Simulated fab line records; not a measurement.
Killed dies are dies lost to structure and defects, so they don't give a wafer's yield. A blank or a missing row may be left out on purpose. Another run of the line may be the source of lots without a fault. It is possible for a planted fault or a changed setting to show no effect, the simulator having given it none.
fab line records || flow rit-cmos
record {"lots": 5, "wafers": 15, "last-day": 6}
route steps=202 shown M1@195
lots untouched by any fault: they come from a run of this same line in which no faults occurred
start-h: hours from the record's first day to the start of the lot's first wafer shown || wait-h: hours from the lot's prior step to this one || " the same as in the row above || L1.1+2: several wafers, shown together as one row || - no value, or no start given || * or withheld: withheld || < > ~ a bound
route shown NAME@n: NAME is a module with steps in the file, n the number in the route of the first one || usual: mean/standard deviation taken from wafers without a fault || same: alike in all rows || chamber/n: place in a boat || sites: each site's reading || _std_site: standard deviation across them || _edge_site: mean of outer sites minus mean of inner sites || radius-mm: how far each site lies from the wafer's centre || mask NAME#n: copy n || behind: the tool/chamber that last shaped the wafer || hold: what put the lot on hold/how long, in hours/how the hold closed || device: whichever transistor did not switch (one of n, p or np) || end of line: the route-end tests of the same wafers || for a step that has no rows: nothing shown but its recipe || killed: dies that structure and defects cost at the first sort, which is not the same as the wafer's yield || map: shows each die of a wafer: x if killed, . if not, _ if none is there
set.NAME: the setting the step ran with; set.NAME@STEP: the setting that earlier step ran with || model.NAME: the simulator's own value behind a step, which no gauge read
lots at selected steps of the route; one table per step, one row per wafer
services: a tool's chamber out of use, with start hour (start-h, from the record's first day; less than 0 if before it), hours out, and reason
## steps
# step RIT_M1_HARDBAKE_11
# recipe {"resist": "NOVOLAK", "temp-c": 140, "time-s": 120}
{"lot.wafer": "L075.2+3+4", "tool": "litho-track-03", "chamber": 0, "start-h": 60.35, "wait-h": 0.1}
{"lot.wafer": "L079.3+5+6", "tool": "litho-track-02", "chamber": 0, "start-h": 79.77, "wait-h": 0.1}
{"lot.wafer": "L081.1+3+4", "tool": "litho-track-01", "chamber": 0, "start-h": 90.91, "wait-h": 0.0}
{"lot.wafer": "L087.1+5+6", "tool": "litho-track-03", "chamber": 0, "start-h": 127.78, "wait-h": 0.2}
{"lot.wafer": "L093.2+3+5", "tool": "litho-track-02", "chamber": 0, "start-h": 150.67, "wait-h": 0.1}
# step RIT_M1_METAL_ETCH_12
# recipe {"stop-on": "SiO2", "chemistry": "Cl2/BCl3", "target": "Al", "time-s": 165, "over-etch-frac": 0.5, "pressure-mtorr": 100, "target-depth-a": 6000, "rf-w": 250, "Cl2_flow_sccm": 60, "bcl3-flow-sccm": 50}
# usual {"drypump-motor-current-A": "6.0/0.53", "oes-product-au": "0.774/0.012", "throttle-valve-pct": "8.33/0.086"}
{"lot.wafer": "L075.2", "tool": "rie-metal-02", "chamber": 0, "start-h": 60.56, "wait-h": 0.2, "drypump-motor-current-A": 5.5, "oes-product-au": 0.777, "rf-hours-counter-h": 1, "throttle-valve-pct": 8.21}
{"lot.wafer": "L075.3", "tool": "rie-metal-02", "chamber": 1, "start-h": 60.56, "wait-h": 0.2, "drypump-motor-current-A": 6.0, "oes-product-au": 0.773, "rf-hours-counter-h": "-", "throttle-valve-pct": 8.44}
{"lot.wafer": "L075.4", "tool": "rie-metal-02", "chamber": 0, "start-h": 60.56, "wait-h": 0.2, "drypump-motor-current-A": 5.5, "oes-product-au": 0.777, "rf-hours-counter-h": "-", "throttle-valve-pct": 8.21}
{"lot.wafer": "L079.3", "tool": "rie-metal-01", "chamber": 1, "start-h": 79.99, "wait-h": 0.2, "drypump-motor-current-A": 5.3, "oes-product-au": 0.795, "rf-hours-counter-h": "-", "throttle-valve-pct": 8.40}
{"lot.wafer": "L079.5", "tool": "rie-metal-01", "chamber": 0, "start-h": 79.99, "wait-h": 0.2, "drypump-motor-current-A": 6.8, "oes-product-au": 0.761, "rf-hours-counter-h": "-", "throttle-valve-pct": 8.33}
{"lot.wafer": "L079.6", "tool": "rie-metal-01", "chamber": 1, "start-h": 79.99, "wait-h": 0.2, "drypump-motor-current-A": 5.3, "oes-product-au": 0.793, "rf-hours-counter-h": "-", "throttle-valve-pct": 8.38}
{"lot.wafer": "L081.1", "tool": "rie-metal-02", "chamber": 0, "start-h": 91.16, "wait-h": 0.2, "drypump-motor-current-A": 5.5, "oes-product-au": 0.763, "rf-hours-counter-h": 1, "throttle-valve-pct": 8.23}
{"lot.wafer": "L081.3", "tool": "rie-metal-02", "chamber": 1, "start-h": 91.16, "wait-h": 0.2, "drypump-motor-current-A": 6.0, "oes-product-au": 0.762, "rf-hours-counter-h": "-", "throttle-valve-pct": 8.44}
{"lot.wafer": "L081.4", "tool": "rie-metal-02", "chamber": 0, "start-h": 91.16, "wait-h": 0.2, "drypump-motor-current-A": 5.5, "oes-product-au": 0.764, "rf-hours-counter-h": "-", "throttle-valve-pct": 8.24}
{"lot.wafer": "L087.1", "tool": "rie-metal-02", "chamber": 1, "start-h": 128.03, "wait-h": 0.2, "drypump-motor-current-A": 6.0, "oes-product-au": 0.760, "rf-hours-counter-h": 1, "throttle-valve-pct": 8.44}
{"lot.wafer": "L087.5", "tool": "rie-metal-02", "chamber": 1, "start-h": 128.03, "wait-h": 0.2, "drypump-motor-current-A": 6.0, "oes-product-au": 0.769, "rf-hours-counter-h": "-", "throttle-valve-pct": 8.46}
{"lot.wafer": "L087.6", "tool": "rie-metal-02", "chamber": 0, "start-h": 128.03, "wait-h": 0.2, "drypump-motor-current-A": 5.5, "oes-product-au": 0.777, "rf-hours-counter-h": "-", "throttle-valve-pct": 8.22}
{"lot.wafer": "L093.2", "tool": "rie-metal-02", "chamber": 1, "start-h": 150.88, "wait-h": 0.2, "drypump-motor-current-A": 6.0, "oes-product-au": 0.766, "rf-hours-counter-h": 2, "throttle-valve-pct": 8.45}
{"lot.wafer": "L093.3", "tool": "rie-metal-02", "chamber": 1, "start-h": 150.88, "wait-h": 0.2, "drypump-motor-current-A": 6.0, "oes-product-au": 0.765, "rf-hours-counter-h": "-", "throttle-valve-pct": 8.45}
{"lot.wafer": "L093.5", "tool": "rie-metal-02", "chamber": 1, "start-h": 150.88, "wait-h": 0.2, "drypump-motor-current-A": 6.0, "oes-product-au": 0.767, "rf-hours-counter-h": "-", "throttle-valve-pct": 8.45}
# step RIT_M1_STRIP_13
# recipe {"chemistry": "nmp", "resist": "NOVOLAK", "temp-c": 80, "time-s": 600, "dry": "n2-spin"}
{"lot.wafer": "L075.2+3+4", "tool": "wet-bench-02", "chamber": 2, "start-h": 60.72, "wait-h": 0.1}
{"lot.wafer": "L079.3+5+6", "tool": "wet-bench-03", "chamber": 2, "start-h": 80.10, "wait-h": 0.1}
{"lot.wafer": "L081.1+3+4", "tool": "wet-bench-02", "chamber": 3, "start-h": 91.32, "wait-h": 0.1}
{"lot.wafer": "L087.1+5+6", "tool": "wet-bench-03", "chamber": 1, "start-h": 128.19, "wait-h": 0.1}
{"lot.wafer": "L093.2+3+5", "tool": "wet-bench-02", "chamber": 0, "start-h": 151.04, "wait-h": 0.1}
# step RIT_M1_STRIP_14
# recipe {"chemistry": "O2", "time-s": 180, "platen-temp-c": "withheld", "power-w": 500, "pressure-mtorr": 4000, "o2-flow-sccm": 4000}
# usual {"drypump-motor-current-A": "5.3/0.41"}
{"lot.wafer": "L075.2", "tool": "plasma-asher-02", "chamber": 0, "start-h": 60.89, "wait-h": 0.0, "drypump-motor-current-A": 5.7, "rf-hours-counter-h": 27}
{"lot.wafer": "L075.3", "tool": "plasma-asher-02", "chamber": 0, "start-h": 60.89, "wait-h": 0.0, "drypump-motor-current-A": 5.7, "rf-hours-counter-h": "-"}
{"lot.wafer": "L075.4", "tool": "plasma-asher-02", "chamber": 1, "start-h": 60.89, "wait-h": 0.0, "drypump-motor-current-A": 4.7, "rf-hours-counter-h": "-"}
{"lot.wafer": "L079.3", "tool": "plasma-asher-03", "chamber": 0, "start-h": 80.35, "wait-h": 0.1, "drypump-motor-current-A": 4.7, "rf-hours-counter-h": "-"}
{"lot.wafer": "L079.5", "tool": "plasma-asher-03", "chamber": 1, "start-h": 80.35, "wait-h": 0.1, "drypump-motor-current-A": 5.9, "rf-hours-counter-h": "-"}
{"lot.wafer": "L079.6", "tool": "plasma-asher-03", "chamber": 0, "start-h": 80.35, "wait-h": 0.1, "drypump-motor-current-A": 4.7, "rf-hours-counter-h": "-"}
{"lot.wafer": "L081.1", "tool": "plasma-asher-03", "chamber": 1, "start-h": 91.50, "wait-h": 0.0, "drypump-motor-current-A": 5.8, "rf-hours-counter-h": 43}
{"lot.wafer": "L081.3", "tool": "plasma-asher-03", "chamber": 1, "start-h": 91.50, "wait-h": 0.0, "drypump-motor-current-A": 5.8, "rf-hours-counter-h": "-"}
{"lot.wafer": "L081.4", "tool": "plasma-asher-03", "chamber": 0, "start-h": 91.50, "wait-h": 0.0, "drypump-motor-current-A": 4.7, "rf-hours-counter-h": "-"}
{"lot.wafer": "L087.1", "tool": "plasma-asher-01", "chamber": 1, "start-h": 128.37, "wait-h": 0.0, "drypump-motor-current-A": 5.5, "rf-hours-counter-h": 49}
{"lot.wafer": "L087.5", "tool": "plasma-asher-01", "chamber": 0, "start-h": 128.37, "wait-h": 0.0, "drypump-motor-current-A": 5.3, "rf-hours-counter-h": "-"}
{"lot.wafer": "L087.6", "tool": "plasma-asher-01", "chamber": 1, "start-h": 128.37, "wait-h": 0.0, "drypump-motor-current-A": 5.5, "rf-hours-counter-h": "-"}
{"lot.wafer": "L093.2", "tool": "plasma-asher-01", "chamber": 1, "start-h": 151.21, "wait-h": 0.0, "drypump-motor-current-A": 5.5, "rf-hours-counter-h": 52}
{"lot.wafer": "L093.3", "tool": "plasma-asher-01", "chamber": 0, "start-h": 151.21, "wait-h": 0.0, "drypump-motor-current-A": 5.3, "rf-hours-counter-h": "-"}
{"lot.wafer": "L093.5", "tool": "plasma-asher-01", "chamber": 1, "start-h": 151.21, "wait-h": 0.0, "drypump-motor-current-A": 5.6, "rf-hours-counter-h": "-"}
# step RIT_M1_CD_MEAS_90
# recipe {"target-cd-nm": 2600}
# usual {"cd-nm": "2599.3/2.6"}
{"lot.wafer": "L075.2", "tool": "cd-sem-01", "chamber": "-", "start-h": 61.09, "wait-h": 0.1, "cd-nm": 2597.0}
{"lot.wafer": "L075.3", "tool": "cd-sem-01", "chamber": "-", "start-h": 61.09, "wait-h": 0.1, "cd-nm": 2598.0}
{"lot.wafer": "L075.4", "tool": "cd-sem-01", "chamber": "-", "start-h": 61.09, "wait-h": 0.1, "cd-nm": 2594.7}
{"lot.wafer": "L079.3", "tool": "cd-sem-01", "chamber": "-", "start-h": 80.50, "wait-h": 0.1, "cd-nm": 2604.2}
{"lot.wafer": "L079.5", "tool": "cd-sem-01", "chamber": "-", "start-h": 80.50, "wait-h": 0.1, "cd-nm": 2601.4}
{"lot.wafer": "L079.6", "tool": "cd-sem-01", "chamber": "-", "start-h": 80.50, "wait-h": 0.1, "cd-nm": 2604.1}
{"lot.wafer": "L081.1", "tool": "cd-sem-02", "chamber": "-", "start-h": 91.67, "wait-h": 0.1, "cd-nm": 2600.8}
{"lot.wafer": "L081.3", "tool": "cd-sem-02", "chamber": "-", "start-h": 91.67, "wait-h": 0.1, "cd-nm": 2597.4}
{"lot.wafer": "L081.4", "tool": "cd-sem-02", "chamber": "-", "start-h": 91.67, "wait-h": 0.1, "cd-nm": 2600.3}
{"lot.wafer": "L087.1", "tool": "cd-sem-02", "chamber": "-", "start-h": 128.54, "wait-h": 0.1, "cd-nm": 2600.6}
{"lot.wafer": "L087.5", "tool": "cd-sem-02", "chamber": "-", "start-h": 128.54, "wait-h": 0.1, "cd-nm": 2600.5}
{"lot.wafer": "L087.6", "tool": "cd-sem-02", "chamber": "-", "start-h": 128.54, "wait-h": 0.1, "cd-nm": 2601.1}
{"lot.wafer": "L093.2", "tool": "cd-sem-01", "chamber": "-", "start-h": 151.41, "wait-h": 0.1, "cd-nm": 2602.7}
{"lot.wafer": "L093.3", "tool": "cd-sem-01", "chamber": "-", "start-h": 151.41, "wait-h": 0.1, "cd-nm": 2599.8}
{"lot.wafer": "L093.5", "tool": "cd-sem-01", "chamber": "-", "start-h": 151.41, "wait-h": 0.1, "cd-nm": 2602.6}
# step RIT_M1_ANNEAL_15
# recipe {"temp-c": 450, "time-s": 1800, "ambient": "forming_gas_H2N2"}
{"lot.wafer": "L075.2+3+4", "tool": "-", "chamber": "-", "start-h": 61.19, "wait-h": 0.1}
{"lot.wafer": "L079.3+5+6", "tool": "-", "chamber": "-", "start-h": 82.95, "wait-h": 2.4}
{"lot.wafer": "L081.1+3+4", "tool": "-", "chamber": "-", "start-h": 91.81, "wait-h": 0.1}
{"lot.wafer": "L087.1+5+6", "tool": "-", "chamber": "-", "start-h": 129.11, "wait-h": 0.6}
{"lot.wafer": "L093.2+3+5", "tool": "-", "chamber": "-", "start-h": 151.85, "wait-h": 0.4}
# step RIT_M1_BOW_MEAS_16
# recipe {"mode": "bow"}
# usual {"M1_BOW": "16/6.6"}
{"lot.wafer": "L075.2", "tool": "film-metro-02", "chamber": "-", "start-h": 62.71, "wait-h": 0.0, "M1_BOW[um]": 19}
{"lot.wafer": "L075.3", "tool": "film-metro-02", "chamber": "-", "start-h": 62.71, "wait-h": 0.0, "M1_BOW[um]": 20}
{"lot.wafer": "L075.4", "tool": "film-metro-02", "chamber": "-", "start-h": 62.71, "wait-h": 0.0, "M1_BOW[um]": 13}
{"lot.wafer": "L079.3", "tool": "film-metro-01", "chamber": "-", "start-h": 84.49, "wait-h": 0.0, "M1_BOW[um]": 18}
{"lot.wafer": "L079.5", "tool": "film-metro-01", "chamber": "-", "start-h": 84.49, "wait-h": 0.0, "M1_BOW[um]": 11}
{"lot.wafer": "L079.6", "tool": "film-metro-01", "chamber": "-", "start-h": 84.49, "wait-h": 0.0, "M1_BOW[um]": 28}
{"lot.wafer": "L081.1", "tool": "film-metro-01", "chamber": "-", "start-h": 93.31, "wait-h": 0.0, "M1_BOW[um]": 18}
{"lot.wafer": "L081.3", "tool": "film-metro-01", "chamber": "-", "start-h": 93.31, "wait-h": 0.0, "M1_BOW[um]": 3}
{"lot.wafer": "L081.4", "tool": "film-metro-01", "chamber": "-", "start-h": 93.31, "wait-h": 0.0, "M1_BOW[um]": 19}
{"lot.wafer": "L087.1", "tool": "film-metro-01", "chamber": "-", "start-h": 130.61, "wait-h": 0.0, "M1_BOW[um]": 15}
{"lot.wafer": "L087.5", "tool": "film-metro-01", "chamber": "-", "start-h": 130.61, "wait-h": 0.0, "M1_BOW[um]": 13}
{"lot.wafer": "L087.6", "tool": "film-metro-01", "chamber": "-", "start-h": 130.61, "wait-h": 0.0, "M1_BOW[um]": 11}
{"lot.wafer": "L093.2", "tool": "film-metro-01", "chamber": "-", "start-h": 153.37, "wait-h": 0.0, "M1_BOW[um]": 20}
{"lot.wafer": "L093.3", "tool": "film-metro-01", "chamber": "-", "start-h": 153.37, "wait-h": 0.0, "M1_BOW[um]": 5}
{"lot.wafer": "L093.5", "tool": "film-metro-01", "chamber": "-", "start-h": 153.37, "wait-h": 0.0, "M1_BOW[um]": 10}
# step RIT_M1_PROBE_99
# usual {"defect-limited-yield": "97.5/1.2", "killed-at-contacts": "0.0/0.18", "killed-at-front-end": "7/3.1", "killed-dies": "7/3.1", "killed-open": "3.2/2.1", "killed-short": "3.4/2", "sort_bin_3_pad_short": "0.1/0.2", "sort_bin_5_function": "1.5/0.82", "sort_bin_6_memory": "0.9/0.63", "sort-n-pass": "257/3.1", "sort-yield-pct": "97.5/1.2"}
# same {"gross-dies": 264, "killed_at_M0_to_M3": 0, "killed_at_M4_up": 0, "killed-at-back-side": 0, "killed-at-other": 0}
{"lot.wafer": "L075.2", "tool": "prober-01", "chamber": "-", "start-h": 62.86, "wait-h": 0.1, "defect-limited-yield[%]": 96.6, "killed-at-contacts": 1, "killed-at-front-end": 8, "killed-dies": 9, "killed-open": 7, "killed-short": 2, "sort_bin_3_pad_short[%]": 0, "sort_bin_5_function[%]": 1.9, "sort_bin_6_memory[%]": 1.5, "sort-n-pass": 255, "sort-yield-pct[%]": 96.6}
{"lot.wafer": "L075.3", "tool": "prober-01", "chamber": "-", "start-h": 62.91, "wait-h": 0.2, "defect-limited-yield[%]": 98.1, "killed-at-contacts": 0, "killed-at-front-end": 5, "killed-dies": 5, "killed-open": 3, "killed-short": 2, "sort_bin_3_pad_short[%]": 0.4, "sort_bin_5_function[%]": 0.8, "sort_bin_6_memory[%]": 0.8, "sort-n-pass": 259, "sort-yield-pct[%]": 98.1}
{"lot.wafer": "L075.4", "tool": "prober-01", "chamber": "-", "start-h": 62.96, "wait-h": 0.2, "defect-limited-yield[%]": 99.2, "killed-at-contacts": 0, "killed-at-front-end": 2, "killed-dies": 2, "killed-open": 2, "killed-short": 0, "sort_bin_3_pad_short[%]": 0, "sort_bin_5_function[%]": 0.8, "sort_bin_6_memory[%]": 0, "sort-n-pass": 262, "sort-yield-pct[%]": 99.2}
{"lot.wafer": "L079.3", "tool": "prober-01", "chamber": "-", "start-h": 84.67, "wait-h": 0.2, "defect-limited-yield[%]": 94.7, "killed-at-contacts": 0, "killed-at-front-end": 14, "killed-dies": 14, "killed-open": 7, "killed-short": 7, "sort_bin_3_pad_short[%]": 0.4, "sort_bin_5_function[%]": 3.0, "sort_bin_6_memory[%]": 1.9, "sort-n-pass": 250, "sort-yield-pct[%]": 94.7}
{"lot.wafer": "L079.5", "tool": "prober-01", "chamber": "-", "start-h": 84.77, "wait-h": 0.2, "defect-limited-yield[%]": 98.1, "killed-at-contacts": 0, "killed-at-front-end": 5, "killed-dies": 5, "killed-open": 2, "killed-short": 3, "sort_bin_3_pad_short[%]": 0, "sort_bin_5_function[%]": 1.1, "sort_bin_6_memory[%]": 0.8, "sort-n-pass": 259, "sort-yield-pct[%]": 98.1}
{"lot.wafer": "L079.6", "tool": "prober-01", "chamber": "-", "start-h": 84.82, "wait-h": 0.2, "defect-limited-yield[%]": 98.5, "killed-at-contacts": 0, "killed-at-front-end": 4, "killed-dies": 4, "killed-open": 4, "killed-short": 0, "sort_bin_3_pad_short[%]": 0, "sort_bin_5_function[%]": 1.1, "sort_bin_6_memory[%]": 0.4, "sort-n-pass": 260, "sort-yield-pct[%]": 98.5}
{"lot.wafer": "L081.1", "tool": "prober-01", "chamber": "-", "start-h": 93.43, "wait-h": 0.1, "defect-limited-yield[%]": 95.1, "killed-at-contacts": 0, "killed-at-front-end": 13, "killed-dies": 13, "killed-open": 8, "killed-short": 5, "sort_bin_3_pad_short[%]": 0, "sort_bin_5_function[%]": 3.4, "sort_bin_6_memory[%]": 1.5, "sort-n-pass": 251, "sort-yield-pct[%]": 95.1}
{"lot.wafer": "L081.3", "tool": "prober-01", "chamber": "-", "start-h": 93.53, "wait-h": 0.2, "defect-limited-yield[%]": 95.5, "killed-at-contacts": 0, "killed-at-front-end": 12, "killed-dies": 12, "killed-open": 7, "killed-short": 5, "sort_bin_3_pad_short[%]": 0, "sort_bin_5_function[%]": 3.4, "sort_bin_6_memory[%]": 1.1, "sort-n-pass": 252, "sort-yield-pct[%]": 95.5}
{"lot.wafer": "L081.4", "tool": "prober-01", "chamber": "-", "start-h": 93.58, "wait-h": 0.2, "defect-limited-yield[%]": 98.5, "killed-at-contacts": 0, "killed-at-front-end": 4, "killed-dies": 4, "killed-open": 1, "killed-short": 3, "sort_bin_3_pad_short[%]": 0.4, "sort_bin_5_function[%]": 0.4, "sort_bin_6_memory[%]": 0.8, "sort-n-pass": 260, "sort-yield-pct[%]": 98.5}
{"lot.wafer": "L087.1", "tool": "prober-02", "chamber": "-", "start-h": 130.73, "wait-h": 0.1, "defect-limited-yield[%]": 98.9, "killed-at-contacts": 0, "killed-at-front-end": 3, "killed-dies": 3, "killed-open": 1, "killed-short": 2, "sort_bin_3_pad_short[%]": 0, "sort_bin_5_function[%]": 0.8, "sort_bin_6_memory[%]": 0.4, "sort-n-pass": 261, "sort-yield-pct[%]": 98.9}
{"lot.wafer": "L087.5", "tool": "prober-02", "chamber": "-", "start-h": 130.93, "wait-h": 0.2, "defect-limited-yield[%]": 98.1, "killed-at-contacts": 0, "killed-at-front-end": 5, "killed-dies": 5, "killed-open": 3, "killed-short": 2, "sort_bin_3_pad_short[%]": 0, "sort_bin_5_function[%]": 0.8, "sort_bin_6_memory[%]": 1.1, "sort-n-pass": 259, "sort-yield-pct[%]": 98.1}
{"lot.wafer": "L087.6", "tool": "prober-02", "chamber": "-", "start-h": 130.98, "wait-h": 0.2, "defect-limited-yield[%]": 97.7, "killed-at-contacts": 0, "killed-at-front-end": 6, "killed-dies": 6, "killed-open": 1, "killed-short": 5, "sort_bin_3_pad_short[%]": 0, "sort_bin_5_function[%]": 1.9, "sort_bin_6_memory[%]": 0.4, "sort-n-pass": 258, "sort-yield-pct[%]": 97.7}
{"lot.wafer": "L093.2", "tool": "prober-02", "chamber": "-", "start-h": 153.52, "wait-h": 0.1, "defect-limited-yield[%]": 96.6, "killed-at-contacts": 0, "killed-at-front-end": 9, "killed-dies": 9, "killed-open": 3, "killed-short": 6, "sort_bin_3_pad_short[%]": 0.8, "sort_bin_5_function[%]": 1.1, "sort_bin_6_memory[%]": 1.5, "sort-n-pass": 255, "sort-yield-pct[%]": 96.6}
{"lot.wafer": "L093.3", "tool": "prober-02", "chamber": "-", "start-h": 153.57, "wait-h": 0.2, "defect-limited-yield[%]": 99.2, "killed-at-contacts": 0, "killed-at-front-end": 2, "killed-dies": 2, "killed-open": 2, "killed-short": 0, "sort_bin_3_pad_short[%]": 0, "sort_bin_5_function[%]": 0.4, "sort_bin_6_memory[%]": 0.4, "sort-n-pass": 262, "sort-yield-pct[%]": 99.2}
{"lot.wafer": "L093.5", "tool": "prober-02", "chamber": "-", "start-h": 153.67, "wait-h": 0.2, "defect-limited-yield[%]": 95.1, "killed-at-contacts": 0, "killed-at-front-end": 13, "killed-dies": 13, "killed-open": 9, "killed-short": 4, "sort_bin_3_pad_short[%]": 0.4, "sort_bin_5_function[%]": 3.8, "sort_bin_6_memory[%]": 0.8, "sort-n-pass": 251, "sort-yield-pct[%]": 95.1}
# killed by level:class
L075.2 SPACER:geometric-particle:open=3 FOX1:geometric-particle:open=2 FOX2:geometric-particle:open=1 FOX2:geometric-particle:short=1 SPACER:geometric-particle:short=1 CONTACT:geometric-particle:open=1
L075.3 FOX2:geometric-particle:short=1 FOX2:geometric-particle:open=1 GATE:geometric-particle:open=1 REOX:geometric-particle:open=1 SPACER:geometric-particle:short=1
L075.4 SPACER:geometric-particle:open=1 SILICIDE:geometric-particle:open=1
L079.3 GATE:geometric-particle:open=4 GATE:geometric-particle:short=2 REOX:geometric-particle:short=2 SPACER:geometric-particle:short=2 FOX1:geometric-particle:short=1 FOX2:geometric-particle:open=1 REOX:geometric-particle:open=1 SILICIDE:geometric-particle:open=1
L079.5 FOX1:geometric-particle:short=2 REOX:geometric-particle:short=1 SPACER:geometric-particle:open=1 SILICIDE:geometric-particle:open=1
L079.6 GATE:geometric-particle:open=3 FOX1:geometric-particle:open=1
L081.1 SILICIDE:geometric-particle:open=3 REOX:geometric-particle:open=2 SPACER:geometric-particle:open=2 SPACER:geometric-particle:short=2 SILICIDE:geometric-particle:short=2 GATE:geometric-particle:open=1 REOX:geometric-particle:short=1
L081.3 GATE:geometric-particle:open=2 GATE:geometric-particle:short=2 REOX:geometric-particle:short=2 SPACER:geometric-particle:open=2 FOX2:geometric-particle:open=1 FOX2:geometric-particle:short=1 REOX:geometric-particle:open=1 SILICIDE:geometric-particle:open=1
L081.4 GATE:geometric-particle:short=1 GATE:geometric-particle:open=1 REOX:geometric-particle:short=1 SILICIDE:geometric-particle:short=1
L087.1 GATE:geometric-particle:short=2 GATE:geometric-particle:open=1
L087.5 FOX1:geometric-particle:open=1 GATE:geometric-particle:short=1 REOX:geometric-particle:short=1 REOX:geometric-particle:open=1 SPACER:geometric-particle:open=1
L087.6 GATE:geometric-particle:short=4 GATE:geometric-particle:open=1 SPACER:geometric-particle:short=1
L093.2 GATE:geometric-particle:short=3 GATE:geometric-particle:open=3 REOX:geometric-particle:short=1 SPACER:geometric-particle:short=1 SILICIDE:geometric-particle:short=1
L093.3 GATE:geometric-particle:open=2
L093.5 SPACER:geometric-particle:open=3 FOX1:geometric-particle:short=2 GATE:geometric-particle:open=2 REOX:geometric-particle:open=2 FOX1:geometric-particle:open=1 FOX2:geometric-particle:open=1 GATE:geometric-particle:short=1 REOX:geometric-particle:short=1
## services
{"tool": "furnace-03", "chamber": "-", "start-h": 88.27, "hours": 2.9, "kind": "pm"}
{"tool": "rie-metal-02", "chamber": "-", "start-h": 92.71, "hours": 0.1, "kind": "repair"}
{"tool": "plasma-asher-02", "chamber": "-", "start-h": 112.24, "hours": 1.4, "kind": "repair"}
{"tool": "plasma-asher-02", "chamber": "-", "start-h": 136.57, "hours": 2.0, "kind": "repair"}
{"tool": "rie-metal-01", "chamber": 1, "start-h": 147.42, "hours": 6.3, "kind": "repair"}
{"tool": "furnace-01", "chamber": "-", "start-h": 149.47, "hours": 2.9, "kind": "pm"}
## key
fault none
